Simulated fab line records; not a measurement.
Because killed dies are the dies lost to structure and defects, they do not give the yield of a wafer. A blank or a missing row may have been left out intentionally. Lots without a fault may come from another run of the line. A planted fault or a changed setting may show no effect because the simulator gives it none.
fab line records :: flow rit-cmos
[record]
  lots = 6
  wafers = 18
  last-day = 7
route steps=202 shown PLDD@121 SPACER@125 NSD@131 M1@202
lots that met no fault: taken from a fault-free run of the same line
start-h: hours from the record's opening day to when the first of the lot's shown wafers began :: wait-h: hours since the lot's step before :: " the same as in the row above :: L1.1+2: a row that stands for several wafers :: - no value present, or no start provided :: * or withheld: withheld :: < > ~ a bound
route shown NAME@n: a module of which the file shows steps, and the number in the route of the first :: usual: mean/standard deviation taken from wafers without a fault :: same: alike in all rows :: chamber/n: place in a boat :: sites: the reading at each site :: _std_site: standard deviation across them :: _edge_site: inner sites' mean taken away from outer sites' mean :: radius-mm: for every site, how far away it sits from the centre of the wafer :: mask NAME#n: copy n :: behind: the tool/chamber that last shaped the wafer :: hold: why the lot was held/for how many hours/how that ended :: device: the transistor (n, p or np) that didn't switch :: end of line: at the end of the route, the tests of the same wafers :: step lacking rows: just its recipe :: killed: count of dies lost to structure and defects at first sort (not the wafer's yield) :: map: per-die view of a wafer (x killed, . not killed, _ where there is no die)
set.NAME: setting as actually run; set.NAME@STEP: the setting as run at that earlier step :: model.NAME: the simulator's own value behind a step, which no gauge read
lots at selected steps of the route; one table per step, one row per wafer
services: when a tool's chamber went out of use (start-h, in hours from the record's first day, below 0 if earlier), for how many hours, and the reason
[[steps]]
[step RIT_PLDD_HARDBAKE_07]
[recipe]
  resist = NOVOLAK
  temp-c = 140
  time-s = 60
[step RIT_PLDD_IMPLANT_08]
[recipe]
  species = BF2
  energy-kev = 20
  dose-cm2 = 9e+14
  tilt-deg = 7
[step RIT_PLDD_STRIP_09]
[recipe]
  chemistry = O2
  time-s = 180
  resist = NOVOLAK
  platen-temp-c = withheld
  power-w = 500
  pressure-mtorr = 4000
  o2-flow-sccm = 4000
[usual]
  drypump-motor-current-A = 5.86/0.19
lot.wafer: L456.1
tool: plasma-asher-03
chamber: 0
start-h: 48.28
wait-h: 0.1
drypump-motor-current-A: 6.14
rf-hours-counter-h: 27

lot.wafer: L456.3
tool: plasma-asher-03
chamber: 0
start-h: 48.28
wait-h: 0.1
drypump-motor-current-A: 6.16
rf-hours-counter-h: -

lot.wafer: L456.5
tool: plasma-asher-03
chamber: 1
start-h: 48.28
wait-h: 0.1
drypump-motor-current-A: 5.95
rf-hours-counter-h: -

lot.wafer: L458.1
tool: plasma-asher-02
chamber: 0
start-h: 59.41
wait-h: 0.1
drypump-motor-current-A: 6.03
rf-hours-counter-h: 42

lot.wafer: L458.2
tool: plasma-asher-02
chamber: 1
start-h: 59.41
wait-h: 0.1
drypump-motor-current-A: 5.70
rf-hours-counter-h: 42

lot.wafer: L458.4
tool: plasma-asher-02
chamber: 0
start-h: 59.41
wait-h: 0.1
drypump-motor-current-A: 6.04
rf-hours-counter-h: -

lot.wafer: L469.2
tool: plasma-asher-03
chamber: 1
start-h: 109.28
wait-h: 0.1
drypump-motor-current-A: 5.97
rf-hours-counter-h: 33

lot.wafer: L469.3
tool: plasma-asher-03
chamber: 1
start-h: 109.28
wait-h: 0.1
drypump-motor-current-A: 5.97
rf-hours-counter-h: -

lot.wafer: L469.5
tool: plasma-asher-03
chamber: 1
start-h: 109.28
wait-h: 0.1
drypump-motor-current-A: 5.95
rf-hours-counter-h: -

lot.wafer: L470.2
tool: plasma-asher-02
chamber: 0
start-h: 122.09
wait-h: 0.1
drypump-motor-current-A: 6.04
rf-hours-counter-h: 0

lot.wafer: L470.5
tool: plasma-asher-02
chamber: 1
start-h: 122.09
wait-h: 0.1
drypump-motor-current-A: 5.74
rf-hours-counter-h: -

lot.wafer: L470.6
tool: plasma-asher-02
chamber: 0
start-h: 122.09
wait-h: 0.1
drypump-motor-current-A: 6.04
rf-hours-counter-h: -

lot.wafer: L474.1
tool: plasma-asher-02
chamber: 1
start-h: 138.68
wait-h: 0.1
drypump-motor-current-A: 5.70
rf-hours-counter-h: 2

lot.wafer: L474.3
tool: plasma-asher-02
chamber: 1
start-h: 138.68
wait-h: 0.1
drypump-motor-current-A: 5.71
rf-hours-counter-h: -

lot.wafer: L474.6
tool: plasma-asher-02
chamber: 1
start-h: 138.68
wait-h: 0.1
drypump-motor-current-A: 5.69
rf-hours-counter-h: -

lot.wafer: L475.1
tool: plasma-asher-01
chamber: 1
start-h: 152.48
wait-h: 0.1
drypump-motor-current-A: 5.69
rf-hours-counter-h: 50

lot.wafer: L475.4
tool: plasma-asher-01
chamber: 0
start-h: 152.48
wait-h: 0.1
drypump-motor-current-A: 5.66
rf-hours-counter-h: -

lot.wafer: L475.6
tool: plasma-asher-01
chamber: 0
start-h: 152.48
wait-h: 0.1
drypump-motor-current-A: 5.67
rf-hours-counter-h: -
[step RIT_PLDD_TW_MEAS_10]
[usual]
  PLDD_TW = 2325/24
lot.wafer: L456.1
tool: film-metro-01
chamber: -
start-h: 48.45
wait-h: 0.1
PLDD_TW: 2322

lot.wafer: L456.3
tool: film-metro-01
chamber: -
start-h: 48.45
wait-h: 0.1
PLDD_TW: 2308

lot.wafer: L456.5
tool: film-metro-01
chamber: -
start-h: 48.45
wait-h: 0.1
PLDD_TW: 2314

lot.wafer: L458.1
tool: film-metro-01
chamber: -
start-h: 59.59
wait-h: 0.1
PLDD_TW: 2295

lot.wafer: L458.2
tool: film-metro-01
chamber: -
start-h: 59.59
wait-h: 0.1
PLDD_TW: 2304

lot.wafer: L458.4
tool: film-metro-01
chamber: -
start-h: 59.59
wait-h: 0.1
PLDD_TW: 2303

lot.wafer: L469.2
tool: film-metro-01
chamber: -
start-h: 109.47
wait-h: 0.1
PLDD_TW: 2313

lot.wafer: L469.3
tool: film-metro-01
chamber: -
start-h: 109.47
wait-h: 0.1
PLDD_TW: 2294

lot.wafer: L469.5
tool: film-metro-01
chamber: -
start-h: 109.47
wait-h: 0.1
PLDD_TW: 2312

lot.wafer: L470.2
tool: film-metro-02
chamber: -
start-h: 122.27
wait-h: 0.1
PLDD_TW: 2332

lot.wafer: L470.5
tool: film-metro-02
chamber: -
start-h: 122.27
wait-h: 0.1
PLDD_TW: 2325

lot.wafer: L470.6
tool: film-metro-02
chamber: -
start-h: 122.27
wait-h: 0.1
PLDD_TW: 2330

lot.wafer: L474.1
tool: film-metro-01
chamber: -
start-h: 138.85
wait-h: 0.1
PLDD_TW: 2300

lot.wafer: L474.3
tool: film-metro-01
chamber: -
start-h: 138.85
wait-h: 0.1
PLDD_TW: 2299

lot.wafer: L474.6
tool: film-metro-01
chamber: -
start-h: 138.85
wait-h: 0.1
PLDD_TW: 2315

lot.wafer: L475.1
tool: film-metro-04
chamber: -
start-h: 152.66
wait-h: 0.1
PLDD_TW: 2368

lot.wafer: L475.4
tool: film-metro-04
chamber: -
start-h: 152.66
wait-h: 0.1
PLDD_TW: 2362

lot.wafer: L475.6
tool: film-metro-04
chamber: -
start-h: 152.66
wait-h: 0.1
PLDD_TW: 2361
[step RIT_SPACER_CLEAN_00]
[recipe]
  chemistry = SC1
  mix = 3:3:50
  time-s = 600
  temp-c = 75
[step RIT_SPACER_CLEAN_01]
[recipe]
  chemistry = dHF
  dilution = 50:1
  time-s = 30
[step RIT_SPACER_CLEAN_02]
[recipe]
  chemistry = SC2
  mix = 3:3:50
  time-s = 600
  temp-c = 75
  dry = n2-spin
[step RIT_SPACER_CVD_03]
[recipe]
  material = Si3N4
  target-thk-nm = 250
  temp-c = 810
  precursor = SiH2Cl2/NH3
  time-s = 3300
  pressure-mtorr = 300
  sih2cl2-flow-sccm = 60
  nh3-flow-sccm = 150
[step RIT_SPACER_THK_MEAS_04]
[recipe]
  reads = Si3N4_of_SPACER_CVD_03
[usual]
  SPACER_NITRIDE_THK = 250.4/2.5
lot.wafer: L456.1
tool: film-metro-01
chamber: -
start-h: 50.97
wait-h: 0.0
SPACER_NITRIDE_THK[nm]: 253.0

lot.wafer: L456.3
tool: film-metro-01
chamber: -
start-h: 50.97
wait-h: 0.0
SPACER_NITRIDE_THK[nm]: 251.5

lot.wafer: L456.5
tool: film-metro-01
chamber: -
start-h: 50.97
wait-h: 0.0
SPACER_NITRIDE_THK[nm]: 251.8

lot.wafer: L458.1
tool: film-metro-01
chamber: -
start-h: 61.98
wait-h: 0.0
SPACER_NITRIDE_THK[nm]: 249.0

lot.wafer: L458.2
tool: film-metro-01
chamber: -
start-h: 61.98
wait-h: 0.0
SPACER_NITRIDE_THK[nm]: 251.4

lot.wafer: L458.4
tool: film-metro-01
chamber: -
start-h: 61.98
wait-h: 0.0
SPACER_NITRIDE_THK[nm]: 248.1

lot.wafer: L469.2
tool: film-metro-03
chamber: -
start-h: 111.81
wait-h: 0.0
SPACER_NITRIDE_THK[nm]: 251.8

lot.wafer: L469.3
tool: film-metro-03
chamber: -
start-h: 111.81
wait-h: 0.0
SPACER_NITRIDE_THK[nm]: 254.1

lot.wafer: L469.5
tool: film-metro-03
chamber: -
start-h: 111.81
wait-h: 0.0
SPACER_NITRIDE_THK[nm]: 252.5

lot.wafer: L470.2
tool: film-metro-01
chamber: -
start-h: 124.62
wait-h: 0.0
SPACER_NITRIDE_THK[nm]: 248.8

lot.wafer: L470.5
tool: film-metro-01
chamber: -
start-h: 124.62
wait-h: 0.0
SPACER_NITRIDE_THK[nm]: 250.0

lot.wafer: L470.6
tool: film-metro-01
chamber: -
start-h: 124.62
wait-h: 0.0
SPACER_NITRIDE_THK[nm]: 249.2

lot.wafer: L474.1
tool: film-metro-03
chamber: -
start-h: 141.21
wait-h: 0.0
SPACER_NITRIDE_THK[nm]: 247.2

lot.wafer: L474.3
tool: film-metro-03
chamber: -
start-h: 141.21
wait-h: 0.0
SPACER_NITRIDE_THK[nm]: 247.8

lot.wafer: L474.6
tool: film-metro-03
chamber: -
start-h: 141.21
wait-h: 0.0
SPACER_NITRIDE_THK[nm]: 248.6

lot.wafer: L475.1
tool: film-metro-03
chamber: -
start-h: 155.07
wait-h: 0.0
SPACER_NITRIDE_THK[nm]: 251.5

lot.wafer: L475.4
tool: film-metro-03
chamber: -
start-h: 155.07
wait-h: 0.0
SPACER_NITRIDE_THK[nm]: 251.6

lot.wafer: L475.6
tool: film-metro-03
chamber: -
start-h: 155.07
wait-h: 0.0
SPACER_NITRIDE_THK[nm]: 248.9
[step RIT_SPACER_ETCHBACK_05]
[recipe]
  target-depth-a = 2500
  SF6_flow_sccm = 30
  CHF3_flow_sccm = 30
  target = Si3N4
  chemistry = SF6/CHF3
  pressure-mtorr = 40
  rf-w = 250
  time-s = 246.9
  stop-on = SiO2
[usual]
  drypump-motor-current-A = 5.80/0.28
  oes-product-au = 0.845/0.015
  throttle-valve-pct = 10.28/0.17
lot.wafer: L456.1
tool: rie-diel-01
chamber: 3
start-h: 51.03
wait-h: 0.1
drypump-motor-current-A: 5.97
oes-product-au: 0.854
rf-hours-counter-h: 86
throttle-valve-pct: 10.08

lot.wafer: L456.3
tool: rie-diel-01
chamber: 2
start-h: 51.03
wait-h: 0.1
drypump-motor-current-A: 5.49
oes-product-au: 0.851
rf-hours-counter-h: 122
throttle-valve-pct: 10.38

lot.wafer: L456.5
tool: rie-diel-01
chamber: 0
start-h: 51.03
wait-h: 0.1
drypump-motor-current-A: 5.85
oes-product-au: 0.873
rf-hours-counter-h: -
throttle-valve-pct: 10.10

lot.wafer: L458.1
tool: rie-diel-03
chamber: 0
start-h: 62.04
wait-h: 0.1
drypump-motor-current-A: 5.82
oes-product-au: 0.824
rf-hours-counter-h: 99
throttle-valve-pct: 10.54

lot.wafer: L458.2
tool: rie-diel-03
chamber: 3
start-h: 62.04
wait-h: 0.1
drypump-motor-current-A: 6.06
oes-product-au: 0.847
rf-hours-counter-h: 2
throttle-valve-pct: 10.40

lot.wafer: L458.4
tool: rie-diel-03
chamber: 1
start-h: 62.04
wait-h: 0.1
drypump-motor-current-A: 5.94
oes-product-au: 0.837
rf-hours-counter-h: 132
throttle-valve-pct: 10.45

lot.wafer: L469.2
tool: rie-diel-01
chamber: 0
start-h: 111.86
wait-h: 0.0
drypump-motor-current-A: 5.81
oes-product-au: 0.873
rf-hours-counter-h: 3
throttle-valve-pct: 10.09

lot.wafer: L469.3
tool: rie-diel-01
chamber: 2
start-h: 111.86
wait-h: 0.0
drypump-motor-current-A: 5.52
oes-product-au: 0.860
rf-hours-counter-h: 122
throttle-valve-pct: 10.37

lot.wafer: L469.5
tool: rie-diel-01
chamber: 2
start-h: 111.86
wait-h: 0.0
drypump-motor-current-A: 5.50
oes-product-au: 0.854
rf-hours-counter-h: -
throttle-valve-pct: 10.38

lot.wafer: L470.2
tool: rie-diel-02
chamber: 2
start-h: 124.67
wait-h: 0.0
drypump-motor-current-A: 5.64
oes-product-au: 0.837
rf-hours-counter-h: 10
throttle-valve-pct: 10.10

lot.wafer: L470.5
tool: rie-diel-02
chamber: 0
start-h: 124.67
wait-h: 0.0
drypump-motor-current-A: 5.09
oes-product-au: 0.835
rf-hours-counter-h: -
throttle-valve-pct: 10.00

lot.wafer: L470.6
tool: rie-diel-02
chamber: 3
start-h: 124.67
wait-h: 0.0
drypump-motor-current-A: 5.50
oes-product-au: 0.835
rf-hours-counter-h: -
throttle-valve-pct: 10.26

lot.wafer: L474.1
tool: rie-diel-01
chamber: 1
start-h: 141.27
wait-h: 0.1
drypump-motor-current-A: 5.84
oes-product-au: 0.821
rf-hours-counter-h: 6
throttle-valve-pct: 10.35

lot.wafer: L474.3
tool: rie-diel-01
chamber: 2
start-h: 141.27
wait-h: 0.1
drypump-motor-current-A: 5.49
oes-product-au: 0.835
rf-hours-counter-h: 123
throttle-valve-pct: 10.36

lot.wafer: L474.6
tool: rie-diel-01
chamber: 3
start-h: 141.27
wait-h: 0.1
drypump-motor-current-A: 5.98
oes-product-au: 0.853
rf-hours-counter-h: -
throttle-valve-pct: 10.07

lot.wafer: L475.1
tool: rie-diel-03
chamber: 0
start-h: 155.13
wait-h: 0.1
drypump-motor-current-A: 5.82
oes-product-au: 0.836
rf-hours-counter-h: 100
throttle-valve-pct: 10.54

lot.wafer: L475.4
tool: rie-diel-03
chamber: 1
start-h: 155.13
wait-h: 0.1
drypump-motor-current-A: 5.92
oes-product-au: 0.847
rf-hours-counter-h: -
throttle-valve-pct: 10.46

lot.wafer: L475.6
tool: rie-diel-03
chamber: 0
start-h: 155.13
wait-h: 0.1
drypump-motor-current-A: 5.83
oes-product-au: 0.814
rf-hours-counter-h: -
throttle-valve-pct: 10.54
[step RIT_NSD_HMDS_00]
[recipe]
  prime-time-s = 60
  prime-temp-c = 140
[step RIT_NSD_COAT_01]
[recipe]
  resist = NOVOLAK
  spin-rpm = 3250
  resist-thk-nm = 1000
[step RIT_NSD_SOFTBAKE_02]
[recipe]
  resist = NOVOLAK
  temp-c = 90
  time-s = 60
[usual]
  resist-line-temp-C = 23.02/0.092
  run-length-s = 89.16/0.17
lot.wafer: L456.1
tool: litho-track-04
chamber: 0
start-h: 51.48
wait-h: 0.1
resist-line-temp-C: 23.04
run-length-s: 89.28

lot.wafer: L456.3
tool: litho-track-04
chamber: 0
start-h: 51.48
wait-h: 0.1
resist-line-temp-C: 23.00
run-length-s: 89.31

lot.wafer: L456.5
tool: litho-track-04
chamber: 0
start-h: 51.48
wait-h: 0.1
resist-line-temp-C: 23.08
run-length-s: 89.26

lot.wafer: L458.1
tool: litho-track-02
chamber: 0
start-h: 62.49
wait-h: 0.1
resist-line-temp-C: 22.90
run-length-s: 89.15

lot.wafer: L458.2
tool: litho-track-02
chamber: 0
start-h: 62.49
wait-h: 0.1
resist-line-temp-C: 22.87
run-length-s: 89.06

lot.wafer: L458.4
tool: litho-track-02
chamber: 0
start-h: 62.49
wait-h: 0.1
resist-line-temp-C: 23.05
run-length-s: 88.88

lot.wafer: L469.2
tool: litho-track-02
chamber: 0
start-h: 112.34
wait-h: 0.1
resist-line-temp-C: 23.02
run-length-s: 104.05

lot.wafer: L469.3
tool: litho-track-02
chamber: 0
start-h: 112.34
wait-h: 0.1
resist-line-temp-C: 22.95
run-length-s: 103.85

lot.wafer: L469.5
tool: litho-track-02
chamber: 0
start-h: 112.34
wait-h: 0.1
resist-line-temp-C: 22.85
run-length-s: 104.12

lot.wafer: L470.2
tool: litho-track-02
chamber: 0
start-h: 125.14
wait-h: 0.1
resist-line-temp-C: 23.05
run-length-s: 103.92

lot.wafer: L470.5
tool: litho-track-02
chamber: 0
start-h: 125.14
wait-h: 0.1
resist-line-temp-C: 23.14
run-length-s: 103.96

lot.wafer: L470.6
tool: litho-track-02
chamber: 0
start-h: 125.14
wait-h: 0.1
resist-line-temp-C: 23.12
run-length-s: 104.08

lot.wafer: L474.1
tool: litho-track-04
chamber: 0
start-h: 141.83
wait-h: 0.1
resist-line-temp-C: 23.05
run-length-s: 89.35

lot.wafer: L474.3
tool: litho-track-04
chamber: 0
start-h: 141.83
wait-h: 0.1
resist-line-temp-C: 22.99
run-length-s: 89.30

lot.wafer: L474.6
tool: litho-track-04
chamber: 0
start-h: 141.83
wait-h: 0.1
resist-line-temp-C: 23.13
run-length-s: 89.36

lot.wafer: L475.1
tool: litho-track-03
chamber: 0
start-h: 155.58
wait-h: 0.1
resist-line-temp-C: 23.13
run-length-s: 89.30

lot.wafer: L475.4
tool: litho-track-03
chamber: 0
start-h: 155.58
wait-h: 0.1
resist-line-temp-C: 23.20
run-length-s: 89.18

lot.wafer: L475.6
tool: litho-track-03
chamber: 0
start-h: 155.58
wait-h: 0.1
resist-line-temp-C: 22.97
run-length-s: 89.07
[step RIT_NSD_EXPOSE_03]
[recipe]
  mask-id = M9
  na = 0.57
  target-cd-nm = 40700
  dose-mj = 250
[step RIT_M1_PROBE_99]
[usual]
  killed-at-front-end = 6.6/2.8
  killed-dies = 6.6/2.8
  killed-on-rim = 1.8/1.2
  killed-open = 3.3/1.9
  killed-short = 3.2/1.8
[same]
  gross-dies = 264
  killed_at_M0_to_M3 = 0
  killed_at_M4_up = 0
  killed-at-back-side = 0
  killed-at-contacts = 0
  killed-at-other = 0
lot.wafer: L456.1
tool: prober-02
chamber: -
start-h: 62.41
wait-h: 0.1
killed-at-front-end: 2
killed-dies: 2
killed-on-rim: 1
killed-open: 1
killed-short: 1

lot.wafer: L456.3
tool: prober-02
chamber: -
start-h: 62.51
wait-h: 0.2
killed-at-front-end: 4
killed-dies: 4
killed-on-rim: 3
killed-open: 0
killed-short: 4

lot.wafer: L456.5
tool: prober-02
chamber: -
start-h: 62.61
wait-h: 0.2
killed-at-front-end: 9
killed-dies: 9
killed-on-rim: 2
killed-open: 6
killed-short: 3

lot.wafer: L458.1
tool: prober-02
chamber: -
start-h: 73.59
wait-h: 0.1
killed-at-front-end: 4
killed-dies: 4
killed-on-rim: 1
killed-open: 3
killed-short: 1

lot.wafer: L458.2
tool: prober-02
chamber: -
start-h: 73.64
wait-h: 0.1
killed-at-front-end: 6
killed-dies: 6
killed-on-rim: 3
killed-open: 3
killed-short: 3

lot.wafer: L458.4
tool: prober-02
chamber: -
start-h: 73.74
wait-h: 0.2
killed-at-front-end: 8
killed-dies: 8
killed-on-rim: 2
killed-open: 3
killed-short: 5

lot.wafer: L469.2
tool: prober-01
chamber: -
start-h: 122.92
wait-h: 0.1
killed-at-front-end: 4
killed-dies: 4
killed-on-rim: 2
killed-open: 2
killed-short: 2

lot.wafer: L469.3
tool: prober-01
chamber: -
start-h: 122.97
wait-h: 0.2
killed-at-front-end: 11
killed-dies: 11
killed-on-rim: 4
killed-open: 3
killed-short: 8

lot.wafer: L469.5
tool: prober-01
chamber: -
start-h: 123.07
wait-h: 0.2
killed-at-front-end: 4
killed-dies: 4
killed-on-rim: 0
killed-open: 0
killed-short: 4

lot.wafer: L470.2
tool: prober-02
chamber: -
start-h: 135.92
wait-h: 0.1
killed-at-front-end: 5
killed-dies: 5
killed-on-rim: 1
killed-open: 3
killed-short: 2

lot.wafer: L470.5
tool: prober-02
chamber: -
start-h: 136.07
wait-h: 0.2
killed-at-front-end: 9
killed-dies: 9
killed-on-rim: 4
killed-open: 3
killed-short: 4

lot.wafer: L470.6
tool: prober-02
chamber: -
start-h: 136.12
wait-h: 0.2
killed-at-front-end: 6
killed-dies: 6
killed-on-rim: 2
killed-open: 2
killed-short: 4

lot.wafer: L474.1
tool: prober-02
chamber: -
start-h: 152.71
wait-h: 0.1
killed-at-front-end: 10
killed-dies: 10
killed-on-rim: 1
killed-open: 6
killed-short: 4

lot.wafer: L474.3
tool: prober-02
chamber: -
start-h: 152.81
wait-h: 0.2
killed-at-front-end: 4
killed-dies: 4
killed-on-rim: 3
killed-open: 1
killed-short: 3

lot.wafer: L474.6
tool: prober-02
chamber: -
start-h: 152.96
wait-h: 0.2
killed-at-front-end: 7
killed-dies: 7
killed-on-rim: 0
killed-open: 4
killed-short: 3

lot.wafer: L475.1
tool: prober-01
chamber: -
start-h: 166.14
wait-h: 0.1
killed-at-front-end: 4
killed-dies: 4
killed-on-rim: 1
killed-open: 3
killed-short: 1

lot.wafer: L475.4
tool: prober-01
chamber: -
start-h: 166.29
wait-h: 0.2
killed-at-front-end: 4
killed-dies: 4
killed-on-rim: 1
killed-open: 3
killed-short: 1

lot.wafer: L475.6
tool: prober-01
chamber: -
start-h: 166.39
wait-h: 0.2
killed-at-front-end: 5
killed-dies: 5
killed-on-rim: 0
killed-open: 0
killed-short: 5
// killed by level:class
L456.1 FOX1:geometric-particle:short=1 SILICIDE:geometric-particle:open=1
L456.3 REOX:geometric-particle:short=2 FOX1:geometric-particle:short=1 GATE:geometric-particle:short=1
L456.5 FOX1:geometric-particle:open=3 FOX1:geometric-particle:short=2 FOX2:geometric-particle:open=1 FOX2:geometric-particle:short=1 GATE:geometric-particle:open=1 SILICIDE:geometric-particle:open=1
L458.1 FOX2:geometric-particle:open=1 GATE:geometric-particle:open=1 SPACER:geometric-particle:short=1 SILICIDE:geometric-particle:open=1
L458.2 GATE:geometric-particle:short=2 GATE:geometric-particle:open=2 REOX:geometric-particle:open=1 SPACER:geometric-particle:short=1
L458.4 SPACER:geometric-particle:open=2 SILICIDE:geometric-particle:short=2 GATE:geometric-particle:short=1 REOX:geometric-particle:open=1 REOX:geometric-particle:short=1 SPACER:geometric-particle:short=1
L469.2 GATE:geometric-particle:open=1 REOX:geometric-particle:short=1 SILICIDE:geometric-particle:open=1 SILICIDE:geometric-particle:short=1
L469.3 GATE:geometric-particle:short=6 FOX1:geometric-particle:short=1 GATE:geometric-particle:open=1 REOX:geometric-particle:short=1 REOX:geometric-particle:open=1 SPACER:geometric-particle:open=1
L469.5 GATE:geometric-particle:short=1 REOX:geometric-particle:short=1 SPACER:geometric-particle:short=1 SILICIDE:geometric-particle:short=1
L470.2 GATE:geometric-particle:open=2 REOX:geometric-particle:short=1 SPACER:geometric-particle:open=1 SILICIDE:geometric-particle:short=1
L470.5 REOX:geometric-particle:short=3 GATE:geometric-particle:open=2 NSD:coat-microbubble-printed=2 SPACER:geometric-particle:open=1 SILICIDE:geometric-particle:short=1
L470.6 GATE:geometric-particle:open=2 GATE:geometric-particle:short=1 REOX:geometric-particle:short=1 SPACER:geometric-particle:short=1 SILICIDE:geometric-particle:short=1
L474.1 GATE:geometric-particle:open=3 SILICIDE:geometric-particle:open=3 FOX1:geometric-particle:short=2 GATE:geometric-particle:short=2
L474.3 GATE:geometric-particle:short=3 FOX1:geometric-particle:open=1
L474.6 REOX:geometric-particle:short=2 SPACER:geometric-particle:open=2 FOX1:geometric-particle:open=1 FOX1:geometric-particle:short=1 GATE:geometric-particle:open=1
L475.1 FOX2:geometric-particle:open=1 GATE:geometric-particle:short=1 GATE:geometric-particle:open=1 SILICIDE:geometric-particle:open=1
L475.4 GATE:geometric-particle:open=2 SPACER:geometric-particle:open=1 SPACER:geometric-particle:short=1
L475.6 GATE:geometric-particle:short=2 FOX2:geometric-particle:short=1 REOX:geometric-particle:short=1 SILICIDE:geometric-particle:short=1
[[services]]
tool: rie-diel-02
chamber: -
start-h: 32.40
hours: 0.6
kind: repair

tool: rie-diel-03
chamber: 0
start-h: 33.92
hours: 22.8
kind: repair

tool: rie-diel-02
chamber: 3
start-h: 46.97
hours: 1.7
kind: repair

tool: plasma-asher-02
chamber: -
start-h: 47.67
hours: 6.0
kind: repair

tool: plasma-asher-03
chamber: -
start-h: 57.27
hours: 5.9
kind: repair

tool: rie-diel-01
chamber: -
start-h: 60.43
hours: 1.9
kind: repair

tool: plasma-asher-02
chamber: -
start-h: 77.79
hours: 6.2
kind: repair

tool: rie-diel-03
chamber: -
start-h: 101.04
hours: 41.0
kind: repair

tool: plasma-asher-01
chamber: -
start-h: 105.85
hours: 1.3
kind: repair

tool: plasma-asher-01
chamber: -
start-h: 108.39
hours: 19.9
kind: repair

tool: plasma-asher-02
chamber: -
start-h: 108.75
hours: 9.0
kind: pm

tool: plasma-asher-02
chamber: 0
start-h: 108.75
hours: 9.0
kind: vent-cycle

tool: plasma-asher-02
chamber: 1
start-h: 108.75
hours: 9.0
kind: vent-cycle

tool: plasma-asher-02
chamber: 0
start-h: 117.75
hours: -
kind: clean

tool: plasma-asher-02
chamber: 1
start-h: 117.75
hours: -
kind: clean

tool: rie-diel-01
chamber: 3
start-h: 123.45
hours: 7.3
kind: repair

tool: rie-diel-03
chamber: 0
start-h: 136.82
hours: 14.8
kind: repair

tool: rie-diel-03
chamber: 2
start-h: 151.58
hours: -
kind: clean

tool: rie-diel-03
chamber: 2
start-h: 151.58
hours: 19.4
kind: scheduled-down

tool: rie-diel-03
chamber: 2
start-h: 151.58
hours: 19.4
kind: vent-cycle
[[key]]
[first-sign]
  step = RIT_NSD_SOFTBAKE_02
  reading = run-length-s
  direction = up
  sigmas = 88
  usual = *
  struck = *
effect none on later readings
met-at RIT_NSD_SOFTBAKE_02
struck-wafers L469.2,L469.3,L469.5,L470.2,L470.5,L470.6
tester-left-out L469,L470
onset-between 62.49 112.34
[fault]
  kind = process-parameter-drift
  tool = litho-track-02
  chamber = -
  onset-h = 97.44
  steps = RIT_NSD_SOFTBAKE_02
  channel = time-s
  offset = *
  shape = step
  end-h = 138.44
  acts-in = *
  stated = *
// tester-left-out: of these lots the tester's yield and bins aren't shown, on N5 and GAA mostly nor the transistor test; their killed dies are dies lost to structure and defects alone, not to doping, threshold or leakage, so they don't give the yield
